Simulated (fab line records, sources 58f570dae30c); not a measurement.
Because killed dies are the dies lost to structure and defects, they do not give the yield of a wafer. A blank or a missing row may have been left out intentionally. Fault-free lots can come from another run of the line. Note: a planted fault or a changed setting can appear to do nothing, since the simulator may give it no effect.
Which of the tools did it? || flow berkeley-cmos170 || Sampling: 14 lots, 42 wafers, 4 of 331 route steps

== WHAT THE GAUGES READ, wafer by wafer ==
UCB170_PWELL_TW_MEAS_17. Usual: for PWELL_TW the level is 381 and the standard deviation is 3.3.
{"lot": "L476", "measured": "day 2 21:04", "on": "film-metro-03", "PWELL_TW": "378 376 377", "flag": ""}
{"lot": "L477", "measured": "day 3 01:18", "on": "film-metro-01", "PWELL_TW": "380 383 381", "flag": ""}
{"lot": "L478", "measured": "day 3 08:10", "on": "film-metro-03", "PWELL_TW": "377 381 378", "flag": ""}
{"lot": "L481", "measured": "day 3 22:57", "on": "film-metro-03", "PWELL_TW": "378 377 379", "flag": ""}
{"lot": "L482", "measured": "day 4 12:26", "on": "film-metro-01", "PWELL_TW": "382 380 382", "flag": ""}
{"lot": "L483", "measured": "day 4 12:35", "on": "film-metro-03", "PWELL_TW": "377 377 375", "flag": ""}
{"lot": "L484", "measured": "day 4 22:49", "on": "film-metro-01", "PWELL_TW": "383 383 384", "flag": ""}
{"lot": "L487", "measured": "day 5 14:59", "on": "film-metro-01", "PWELL_TW": "384 385 386", "flag": ""}
{"lot": "L489", "measured": "day 5 23:25", "on": "film-metro-04", "PWELL_TW": "379 380 378", "flag": ""}
{"lot": "L492", "measured": "day 6 16:56", "on": "film-metro-01", "PWELL_TW": "386 387 387", "flag": ""}
{"lot": "L494", "measured": "day 6 23:37", "on": "film-metro-04", "PWELL_TW": "379 378 379", "flag": ""}
{"lot": "L497", "measured": "day 7 13:49", "on": "film-metro-01", "PWELL_TW": "385 384 384", "flag": ""}
{"lot": "L498", "measured": "day 7 18:26", "on": "film-metro-03", "PWELL_TW": "378 378 379", "flag": ""}
{"lot": "L499", "measured": "day 7 18:29", "on": "film-metro-01", "PWELL_TW": "383 384 384", "flag": ""}

UCB170_PSD_CD_MEAS_06: the cd target is 1200 nm. Usual: cd-nm reads 1200.4 nm (standard deviation 1.6).
{"lot": "L476", "measured": "day 6 21:34", "on": "cd-sem-02", "cd-nm (nm)": "1201.1 1200.8 1200.3", "flag": ""}
{"lot": "L477", "measured": "day 6 21:17", "on": "cd-sem-02", "cd-nm (nm)": "1201.2 1200.2 1201.5", "flag": ""}
{"lot": "L478", "measured": "day 7 07:56", "on": "cd-sem-02", "cd-nm (nm)": "1200.6 1199.2 1200.5", "flag": ""}
{"lot": "L481", "measured": "day 7 23:58", "on": "cd-sem-02", "cd-nm (nm)": "1197.8 1199.0 1200.2", "flag": ""}
{"lot": "L482", "measured": "day 8 11:40", "on": "cd-sem-01", "cd-nm (nm)": "1202.1 1202.7 1202.6", "flag": ""}
{"lot": "L483", "measured": "day 8 11:46", "on": "cd-sem-02", "cd-nm (nm)": "1200.3 1199.9 1200.1", "flag": ""}
{"lot": "L484", "measured": "day 8 15:15", "on": "cd-sem-01", "cd-nm (nm)": "1202.2 1203.1 1202.2", "flag": ""}
{"lot": "L487", "measured": "day 9 07:49", "on": "cd-sem-01", "cd-nm (nm)": "1201.3 1202.4 1201.7", "flag": ""}
{"lot": "L489", "measured": "day 9 12:37", "on": "cd-sem-02", "cd-nm (nm)": "1203.6 1203.8 1202.0", "flag": ""}
{"lot": "L492", "measured": "day 10 02:38", "on": "cd-sem-02", "cd-nm (nm)": "1198.1 1198.9 1198.0", "flag": ""}
{"lot": "L494", "measured": "day 10 06:21", "on": "cd-sem-01", "cd-nm (nm)": "1198.5 1198.7 1198.7", "flag": ""}
{"lot": "L497", "measured": "day 11 01:20", "on": "cd-sem-02", "cd-nm (nm)": "1199.1 1198.4 1199.7", "flag": ""}
{"lot": "L498", "measured": "day 11 00:57", "on": "cd-sem-02", "cd-nm (nm)": "1198.7 1199.6 1198.8", "flag": ""}
{"lot": "L499", "measured": "day 11 01:05", "on": "cd-sem-02", "cd-nm (nm)": "1199.5 1199.1 1199.4", "flag": ""}

== EACH LOT AND THE TOOL THAT RAN IT (in order: tool; ch and the chambers of the sampled wafers; start) ==
{"lot": "L476", "UCB170_PVT_DEVELOP_05": "litho-track-01 ch 0, day 5 21:00", "UCB170_GATE_ETCH_14": "rie-diel-03 ch 0,1,2, day 6 10:05"}
{"lot": "L477", "UCB170_PVT_DEVELOP_05": "litho-track-03 ch 0, day 5 21:00", "UCB170_GATE_ETCH_14": "rie-diel-02 ch 3, day 6 09:49"}
{"lot": "L478", "UCB170_PVT_DEVELOP_05": "litho-track-02 ch 0, day 6 03:00", "UCB170_GATE_ETCH_14": "rie-diel-02 ch 2,3, day 6 20:40"}
{"lot": "L481", "UCB170_PVT_DEVELOP_05": "litho-track-03 ch 0, day 6 20:00", "UCB170_GATE_ETCH_14": "rie-diel-02 ch 0,2,3, day 7 13:53"}
{"lot": "L482", "UCB170_PVT_DEVELOP_05": "litho-track-01 ch 0, day 7 13:00", "UCB170_GATE_ETCH_14": "rie-diel-03 ch 1,2,3, day 8 01:16"}
{"lot": "L483", "UCB170_PVT_DEVELOP_05": "litho-track-03 ch 0, day 7 12:00", "UCB170_GATE_ETCH_14": "rie-diel-02 ch 0,2, day 8 01:01"}
{"lot": "L484", "UCB170_PVT_DEVELOP_05": "litho-track-02 ch 0, day 7 19:00", "UCB170_GATE_ETCH_14": "rie-diel-03 ch 0,2,3, day 8 05:28"}
{"lot": "L487", "UCB170_PVT_DEVELOP_05": "litho-track-01 ch 0, day 8 07:00", "UCB170_GATE_ETCH_14": "rie-diel-04 ch 1,2,3, day 8 19:43"}
{"lot": "L489", "UCB170_PVT_DEVELOP_05": "litho-track-01 ch 0, day 8 16:00", "UCB170_GATE_ETCH_14": "rie-diel-02 ch 0,2, day 9 03:05"}
{"lot": "L492", "UCB170_PVT_DEVELOP_05": "litho-track-01 ch 0, day 9 01:00", "UCB170_GATE_ETCH_14": "rie-diel-04 ch 0,1, day 9 13:04"}
{"lot": "L494", "UCB170_PVT_DEVELOP_05": "litho-track-03 ch 0, day 9 07:00", "UCB170_GATE_ETCH_14": "rie-diel-03 ch 0,1,3, day 9 17:50"}
{"lot": "L497", "UCB170_PVT_DEVELOP_05": "litho-track-02 ch 0, day 10 02:00", "UCB170_GATE_ETCH_14": "rie-diel-03 ch 0,1, day 10 12:58"}
{"lot": "L498", "UCB170_PVT_DEVELOP_05": "litho-track-03 ch 0, day 10 02:00", "UCB170_GATE_ETCH_14": "rie-diel-04 ch 1,2, day 10 13:37"}
{"lot": "L499", "UCB170_PVT_DEVELOP_05": "litho-track-03 ch 0, day 10 03:00", "UCB170_GATE_ETCH_14": "rie-diel-03 ch 0,1,2, day 10 13:40"}
- UCB170_PVT_DEVELOP_05: develop time 45 s.
- UCB170_GATE_ETCH_14: etches BARC in N2/H2.

== WHAT THE TOOLS THEMSELVES READ (means of the sampled wafers that have a number; where no wafer has one, the mark that the record gives instead) ==
UCB170_PVT_DEVELOP_05. Usual: developer-temp-C reads 21.03 C (standard deviation 0.1).
{"lot": "L476", "tool": "litho-track-01", "developer-temp-C (C)": 20.95, "flag": ""}
{"lot": "L477", "tool": "litho-track-03", "developer-temp-C (C)": 21.01, "flag": ""}
{"lot": "L478", "tool": "litho-track-02", "developer-temp-C (C)": 20.95, "flag": ""}
{"lot": "L481", "tool": "litho-track-03", "developer-temp-C (C)": 21.08, "flag": ""}
{"lot": "L482", "tool": "litho-track-01", "developer-temp-C (C)": 21.10, "flag": ""}
{"lot": "L483", "tool": "litho-track-03", "developer-temp-C (C)": 21.05, "flag": ""}
{"lot": "L484", "tool": "litho-track-02", "developer-temp-C (C)": 20.96, "flag": ""}
{"lot": "L487", "tool": "litho-track-01", "developer-temp-C (C)": 21.09, "flag": ""}
{"lot": "L489", "tool": "litho-track-01", "developer-temp-C (C)": 20.23, "flag": "OFF"}
{"lot": "L492", "tool": "litho-track-01", "developer-temp-C (C)": 20.16, "flag": "OFF"}
{"lot": "L494", "tool": "litho-track-03", "developer-temp-C (C)": 20.89, "flag": ""}
{"lot": "L497", "tool": "litho-track-02", "developer-temp-C (C)": 21.08, "flag": ""}
{"lot": "L498", "tool": "litho-track-03", "developer-temp-C (C)": 20.98, "flag": ""}
{"lot": "L499", "tool": "litho-track-03", "developer-temp-C (C)": 21.05, "flag": ""}

UCB170_GATE_ETCH_14. Usual: drypump-motor-current-A 5.88 A, standard deviation 0.28; oes-product-au 1.003 a.u., standard deviation 0.02; throttle-valve-pct 13.21 %, standard deviation 0.12.
{"lot": "L476", "tool": "rie-diel-03", "drypump-motor-current-A (A)": 5.91, "oes-product-au (a.u.)": 1.008, "throttle-valve-pct (%)": 13.15, "flag": ""}
{"lot": "L477", "tool": "rie-diel-02", "drypump-motor-current-A (A)": 5.57, "oes-product-au (a.u.)": 1.027, "throttle-valve-pct (%)": 13.26, "flag": ""}
{"lot": "L478", "tool": "rie-diel-02", "drypump-motor-current-A (A)": 5.64, "oes-product-au (a.u.)": 1.001, "throttle-valve-pct (%)": 13.25, "flag": ""}
{"lot": "L481", "tool": "rie-diel-02", "drypump-motor-current-A (A)": 5.82, "oes-product-au (a.u.)": 1.009, "throttle-valve-pct (%)": 13.24, "flag": ""}
{"lot": "L482", "tool": "rie-diel-03", "drypump-motor-current-A (A)": 6.11, "oes-product-au (a.u.)": 0.996, "throttle-valve-pct (%)": 13.20, "flag": ""}
{"lot": "L483", "tool": "rie-diel-02", "drypump-motor-current-A (A)": 5.97, "oes-product-au (a.u.)": 1.015, "throttle-valve-pct (%)": 13.23, "flag": ""}
{"lot": "L484", "tool": "rie-diel-03", "drypump-motor-current-A (A)": 5.93, "oes-product-au (a.u.)": 1.010, "throttle-valve-pct (%)": 13.18, "flag": ""}
{"lot": "L487", "tool": "rie-diel-04", "drypump-motor-current-A (A)": 6.08, "oes-product-au (a.u.)": 0.996, "throttle-valve-pct (%)": 13.28, "flag": ""}
{"lot": "L489", "tool": "rie-diel-02", "drypump-motor-current-A (A)": 5.89, "oes-product-au (a.u.)": 1.002, "throttle-valve-pct (%)": 13.22, "flag": ""}
{"lot": "L492", "tool": "rie-diel-04", "drypump-motor-current-A (A)": 5.70, "oes-product-au (a.u.)": 1.003, "throttle-valve-pct (%)": 13.29, "flag": ""}
{"lot": "L494", "tool": "rie-diel-03", "drypump-motor-current-A (A)": 6.00, "oes-product-au (a.u.)": 1.006, "throttle-valve-pct (%)": 13.14, "flag": ""}
{"lot": "L497", "tool": "rie-diel-03", "drypump-motor-current-A (A)": 5.79, "oes-product-au (a.u.)": 1.014, "throttle-valve-pct (%)": 13.08, "flag": ""}
{"lot": "L498", "tool": "rie-diel-04", "drypump-motor-current-A (A)": 5.89, "oes-product-au (a.u.)": 1.012, "throttle-valve-pct (%)": 13.43, "flag": ""}
{"lot": "L499", "tool": "rie-diel-03", "drypump-motor-current-A (A)": 5.94, "oes-product-au (a.u.)": 1.003, "throttle-valve-pct (%)": 13.14, "flag": ""}

== THE ANSWER, worked out from the rows above alone ==
Rule: a lot counts as off when the mean over its wafers that have a number is more than 3 standard deviations away from the usual mean. Also off: a lot with no number at a reading for which 4 or more lots have one. All remaining lots with rows at the step are treated as sound. First the gauges in route order, then the tools' own readings, where a lot's mean is used as printed above. The first step at which some lot is off is used, and at that step the reading that is off furthest; a lot without a number counts as furthest.
Off: L489, L492, at UCB170_PVT_DEVELOP_05 (developer-temp-C).
A tool fits if, at that step or a process step before it, it ran every lot that is off, and no sound lot after the first of them. One fits: litho-track-01 at UCB170_PVT_DEVELOP_05. Its last sound lot is L487 (day 8 07:00), its first lot that is off L489 (day 8 16:00): a fault that began between those two fits.
The tool's own readings at UCB170_PVT_DEVELOP_05 bear it out: on the lots that are off they differ by more than 5 times the standard deviation of the sound lots' means. developer-temp-C reads 20.20 C there against 21.02 C on the sound lots.

== WHAT WAS PUT IN BY THE SIMULATOR ==
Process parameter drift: litho-track-01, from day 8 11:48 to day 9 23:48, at UCB170_PVT_DEVELOP_05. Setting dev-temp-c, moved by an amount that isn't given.
Lots struck among those shown: L489, L492. The rule given above showed the same thing.
